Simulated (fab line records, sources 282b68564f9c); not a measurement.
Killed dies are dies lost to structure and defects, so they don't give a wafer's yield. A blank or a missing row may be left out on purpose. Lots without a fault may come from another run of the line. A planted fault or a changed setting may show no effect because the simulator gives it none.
Split-lot experiment | flow rit_cmos | 5 lots, 23 wafers read, on a route of 202 steps

THE SPLIT
At RIT_M1_METAL_ETCH_12 (etches Al in Cl2/BCl3, stops on SiO2, time 165 s, target depth 600 nm), the setting time_s was moved away from the recipe's 165 s on 5 of the 23 wafers read, by -13.2% to -6.2%. The other wafers ran this setting at the recipe's value.

The reading is taken at the split's own step.

THE READING
oes_product_au, in a.u., at RIT_M1_METAL_ETCH_12 (etches Al in Cl2/BCl3, stops on SiO2, time 165 s, target depth 600 nm). Fault-free wafers of this fab line usually give 0.771 a.u., standard deviation 0.0069 a.u..

wafer  | tool, chamber at the split | time_s as run, s | against the recipe | oes_product_au, a.u. | against lot-mates on the recipe
L075.2 | rie_metal-02, 0            | 165              | recipe             | 0.780                | -
L075.5 | rie_metal-02, 1            | 165              | recipe             | 0.775                | -
L075.6 | rie_metal-02, 0            | 165              | recipe             | 0.774                | -
L077.2 | rie_metal-01, 0            | 165              | recipe             | 0.777                | -
L077.3 | rie_metal-01, 0            | 165              | recipe             | 0.777                | -
L077.4 | rie_metal-01, 1            | 165              | recipe             | 0.777                | -
L077.5 | rie_metal-01, 1            | 165              | recipe             | 0.773                | -
L077.6 | rie_metal-01, 0            | 165              | recipe             | 0.775                | -
L078.1 | rie_metal-02, 1            | 154.7            | -6.2%              | 0.804                | +0.031
L078.3 | rie_metal-02, 0            | 165              | recipe             | 0.766                | -
L078.4 | rie_metal-02, 1            | 165              | recipe             | 0.773                | -
L078.5 | rie_metal-02, 1            | 154.7            | -6.2%              | 0.799                | +0.026
L078.6 | rie_metal-02, 0            | 165              | recipe             | 0.781                | -
L081.1 | rie_metal-02, 1            | 143.3            | -13.2%             | 0.847                | +0.067
L081.2 | rie_metal-02, 0            | 165              | recipe             | 0.779                | -
L081.3 | rie_metal-02, 1            | 143.3            | -13.2%             | 0.850                | +0.070
L081.4 | rie_metal-02, 0            | 165              | recipe             | 0.782                | -
L081.6 | rie_metal-02, 1            | 143.3            | -13.2%             | 0.844                | +0.064
L084.1 | rie_metal-02, 1            | 165              | recipe             | 0.769                | -
L084.2 | rie_metal-02, 0            | 165              | recipe             | 0.761                | -
L084.3 | rie_metal-02, 0            | 165              | recipe             | 0.770                | -
L084.5 | rie_metal-02, 1            | 165              | recipe             | 0.772                | -
L084.6 | rie_metal-02, 0            | 165              | recipe             | 0.765                | -

THE FIT
A straight line over all 23 wafers: oes_product_au changes by -0.00546 a.u. for each +1% of time_s; r = -0.98; the points scatter about the line by 0.0057 a.u..
The same after taking each lot's own level away (the mean of its wafers on the recipe; 23 wafers): -0.005 a.u. for each +1%; r = -0.99; scatter 0.0036 a.u..
On that fit, the largest move of time_s shifts the reading by 0.066 a.u..
The lots' own levels span 0.7674 to 0.7805 a.u., that is 1.9 times the standard deviation above.
So the lot-to-lot level changes the slope little: the two slopes agree.
Check: with one of the wafers moved furthest among these (-13.2%) left out of the fit, the line predicts +0.0652 a.u. for it against its lot-mates. It came out at +0.0665 a.u. against them.
Tool readings at the split's step, against how far the setting was moved: oes_product_au r = -0.98.

OTHER SPLITS ON THESE WAFERS
These wafers also went through other splits before the reading. Each is held against what the fit with the lots' levels taken away leaves over:
other split on the same wafers  | wafers away from the commonest value | r with oes_product_au (lot level and that fit taken away)
RIT_SPACER_CVD_03 time_s        | 15                                   | +0.08
RIT_PSD_IMPLANT_08 energy_kev   | 9                                    | +0.21
RIT_SILICIDE_SPUTTER_01 power_w | 7                                    | +0.15
RIT_M1_COAT_04 spin_rpm         | 8                                    | -0.01

THE WHOLE CHAIN: every reading that the file lists as answering this split, in the file's order
step                 | what it does                                                          | reading                                                                       | change (the file's fit)                                                         | r (the file's)
RIT_M1_METAL_ETCH_12 | etches Al in Cl2/BCl3, stops on SiO2, time 165 s, target depth 600 nm | oes_product_au                                                                | -0.00493 a.u. for each +1% of the setting                                       | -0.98
RIT_M1_METAL_ETCH_12 | etches Al in Cl2/BCl3, stops on SiO2, time 165 s, target depth 600 nm | NOVOLAK_of_M1_COAT_04.thk_nm (the simulator's own value, which no gauge read) | -3.3 nm for each +1% of the setting, in a fit together with spin_rpm@M1_COAT_04 | 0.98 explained

THE FILE'S OWN FIT
oes_product_au changes by -0.00493 a.u. for each +1% of time_s, r = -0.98.
